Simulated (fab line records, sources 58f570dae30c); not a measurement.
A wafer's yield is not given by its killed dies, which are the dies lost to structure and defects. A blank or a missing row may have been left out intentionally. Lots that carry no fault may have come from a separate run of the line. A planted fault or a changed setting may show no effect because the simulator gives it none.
Problem report in the 8D (eight disciplines) form, filled by code    flow berkeley cmos170    the parts of the form that need people (team, actions taken, sign-off) are left out

## 1. THE PROBLEM
Wafers free of any fault read 528 (standard deviation 6) for NVT_TW at UCB170_NVT_TW_MEAS_09, against a mean of 478 on 6 wafers of 2 lots. Measured from the usual mean, that is -8.4 standard deviations.
The first sign was on wafer L746.2 at day 10 11:47, on film metro-01. The record holds 42 wafers of 14 lots with a number at this step. The rule behind "out" and "out of limits": a value lying over 4 standard deviations away from the usual mean. The other wafers with a number count as sound.

## 2. WHAT IT IS, WHAT IT ISN'T
question                     is                            is not
which readings at this step  NVT_TW                        -
which lots                   L746, L747                    L730, L731, L732, L733, L734, L735, L737, L738, L748, L750, L752, L753
which wafers of those lots   all that have a number        -
read on which gauges         film metro-01, film metro-04  film metro-02
when                         from day 10 11:47             up to then (24 sound wafers); but 12 sound wafers of L748, L750, L752, L753 came after

## 3. SUSPECTS, AND WHAT RULES EACH OUT
Counting: a tool at a process step up to the reading stays a suspect if it ran every lot that is out and no sound lot after the first of them.
- ruled out: the gauge at UCB170_NVT_TW_MEAS_09. The wafers that are out were read on 2 gauges (film metro-01, film metro-04).
- implanter-02 at UCB170_NVT_IMPLANT_07: kept. It processed each lot that is out, first L746 at day 10 11:34, and no sound lot thereafter; up to then, the last sound lot it processed was L738 at day 8 11:22. Its own readings are out on those wafers: dose ions cm2, faraday current uA.
After counting, what remains is implanter-02 at UCB170_NVT_IMPLANT_07.

## 4. THE CAUSE (what the simulator had put in)
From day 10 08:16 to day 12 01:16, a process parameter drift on implanter-02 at UCB170_NVT_IMPLANT_07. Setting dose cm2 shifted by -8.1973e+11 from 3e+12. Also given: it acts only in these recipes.
This tool alone remained once counting was done.

## 5. THE CHAIN OF EFFECTS, in route order
Rows list readings where the struck wafers' mean (over those with a number) sits beyond 3 standard deviations from the usual. Scope: only readings with a usual standard deviation given in the record; hours: median across lots of the time from each lot's start at the first step in this table that gives one to its start at this step; sigmas: change in usual standard deviations.
hours  step                   reading             usual  on struck wafers  change  sigmas
0      UCB170_NVT_IMPLANT_07  dose ions cm2       3e+12  2e+12             -8e+11  -99 or more
0      UCB170_NVT_IMPLANT_07  faraday current uA  9.52   6.92              -2.60   -13
0      UCB170_NVT_TW_MEAS_09  NVT_TW              528    478               -50     -8.4
Here are the process steps it includes:
- UCB170_NVT_IMPLANT_07

## 6. WHAT WOULD HAVE CAUGHT IT SOONER
4 hours passed between the start of the fault at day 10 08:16 and the first reading out of limits at a measuring or inspecting step in this record, taken at day 10 11:47.
At UCB170_NVT_IMPLANT_07, the tool's own readings (dose ions cm2, faraday current uA) were out on each struck wafer the step has a row for, so an alarm limit on them would have fired on the first such wafer.
Among the 2 lots that are out, L747 began UCB170_NVT_IMPLANT_07 on implanter-02 after day 10 11:47. Had the tool been put on hold then, it would have been spared.
